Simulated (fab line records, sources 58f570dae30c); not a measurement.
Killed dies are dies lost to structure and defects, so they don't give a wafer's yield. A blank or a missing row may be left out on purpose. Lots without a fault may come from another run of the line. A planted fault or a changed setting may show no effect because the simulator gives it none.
Split-lot experiment | flow berkeley_cmos170 | 5 lots, 23 wafers read, on a route of 331 steps

THE SPLIT
At UCB170_SILICIDE_SPUTTER_01 (material Ti, target thk 30 nm, time 25 s), the setting power_w was moved away from the recipe's 1500 W on 6 of the 23 wafers read, by +4.4% to +11.9%. The other wafers ran this setting at the recipe's value.

FROM THE SPLIT TO THE READING: what the file shows between them, 1 step
- UCB170_SILICIDE_RS_MEAS_02: measures by four-point-probe

THE READING
SILICIDE_TI_THK, in nm, at UCB170_SILICIDE_THK_MEAS_03 (measures by xrf). Fault-free wafers of this fab line usually give 30.5 nm, standard deviation 0.37 nm.

wafer  | tool, chamber at the split | power_w as run, W | against the recipe | SILICIDE_TI_THK, nm | against lot-mates on the recipe
L074.1 | pvd_sputter-02, -          | 1566              | +4.4%              | 31.9                | +1.1
L074.2 | pvd_sputter-02, -          | 1500              | recipe             | 30.8                | -
L074.3 | pvd_sputter-02, -          | 1500              | recipe             | 30.7                | -
L074.5 | pvd_sputter-02, -          | 1566              | +4.4%              | 31.9                | +1.1
L074.6 | pvd_sputter-02, -          | 1566              | +4.4%              | 32.2                | +1.5
L077.2 | pvd_sputter-04, -          | 1679              | +11.9%             | 34.2                | +3.6
L077.3 | pvd_sputter-04, -          | 1679              | +11.9%             | 33.9                | +3.3
L077.4 | pvd_sputter-04, -          | 1679              | +11.9%             | 34.2                | +3.6
L077.5 | pvd_sputter-04, -          | 1500              | recipe             | 30.6                | -
L077.6 | pvd_sputter-04, -          | 1500              | recipe             | 30.6                | -
L075.2 | pvd_sputter-02, -          | 1500              | recipe             | 30.7                | -
L075.3 | pvd_sputter-02, -          | 1500              | recipe             | 30.2                | -
L075.5 | pvd_sputter-02, -          | 1500              | recipe             | 30.9                | -
L085.1 | pvd_sputter-02, -          | 1500              | recipe             | 30.6                | -
L085.2 | pvd_sputter-02, -          | 1500              | recipe             | 30.6                | -
L085.3 | pvd_sputter-02, -          | 1500              | recipe             | 30.5                | -
L085.5 | pvd_sputter-02, -          | 1500              | recipe             | 30.4                | -
L085.6 | pvd_sputter-02, -          | 1500              | recipe             | 30.5                | -
L084.1 | pvd_sputter-04, -          | 1500              | recipe             | 30.1                | -
L084.2 | pvd_sputter-04, -          | 1500              | recipe             | 30.1                | -
L084.3 | pvd_sputter-04, -          | 1500              | recipe             | 30.3                | -
L084.4 | pvd_sputter-04, -          | 1500              | recipe             | 30.2                | -
L084.6 | pvd_sputter-04, -          | 1500              | recipe             | 30.2                | -

THE FIT
A straight line over all 23 wafers: SILICIDE_TI_THK changes by +0.308 nm for each +1% of power_w; r = +0.98; the points scatter about the line by 0.24 nm.
The same after taking each lot's own level away (the mean of its wafers on the recipe; 23 wafers): +0.293 nm for each +1%; r = +0.99; scatter 0.15 nm.
On that fit, the largest move of power_w shifts the reading by 3.5 nm.
The lots' own levels span 30.18 to 30.75 nm, that is 1.5 times the standard deviation above.
So the lot-to-lot level changes the slope little: the two slopes agree.
Check: with one of the wafers moved furthest among these (+11.9%) left out of the fit, the line predicts +3.44 nm for it against its lot-mates. It came out at +3.6 nm against them.

OTHER SPLITS ON THESE WAFERS
These wafers also went through other splits before the reading. Each is held against what the fit with the lots' levels taken away leaves over:
other split on the same wafers    | wafers away from the commonest value | r with SILICIDE_TI_THK (lot level and that fit taken away)
UCB170_NLDD_PEB_04 peb_temp_c     | 8                                    | +0.03
UCB170_NLDD_IMPLANT_09 energy_kev | 11                                   | -0.15
UCB170_PSD_IMPLANT_08 dose_cm2    | 4                                    | -0.13
UCB170_NSD_IMPLANT_08 dose_cm2    | 8                                    | -0.04
UCB170_BACKSIDE_STRIP_03 power_w  | 9                                    | +0.06

THE WHOLE CHAIN: every reading that the file lists as answering this split, in the file's order
step                        | what it does                             | reading                                                                           | change (the file's fit)               | r (the file's)
UCB170_SILICIDE_SPUTTER_01  | material Ti, target thk 30 nm, time 25 s | Ti_of_SILICIDE_SPUTTER_01.thk_nm (the simulator's own value, which no gauge read) | +0.295 nm for each +1% of the setting | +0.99
UCB170_SILICIDE_RS_MEAS_02  | measures by four-point-probe             | SILICIDE_TI_RS                                                                    | -0.262 for each +1% of the setting    | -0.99
UCB170_SILICIDE_THK_MEAS_03 | measures by xrf                          | SILICIDE_TI_THK                                                                   | +0.295 for each +1% of the setting    | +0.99

THE FILE'S OWN FIT
SILICIDE_TI_THK changes by +0.295 nm for each +1% of power_w, r = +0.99.
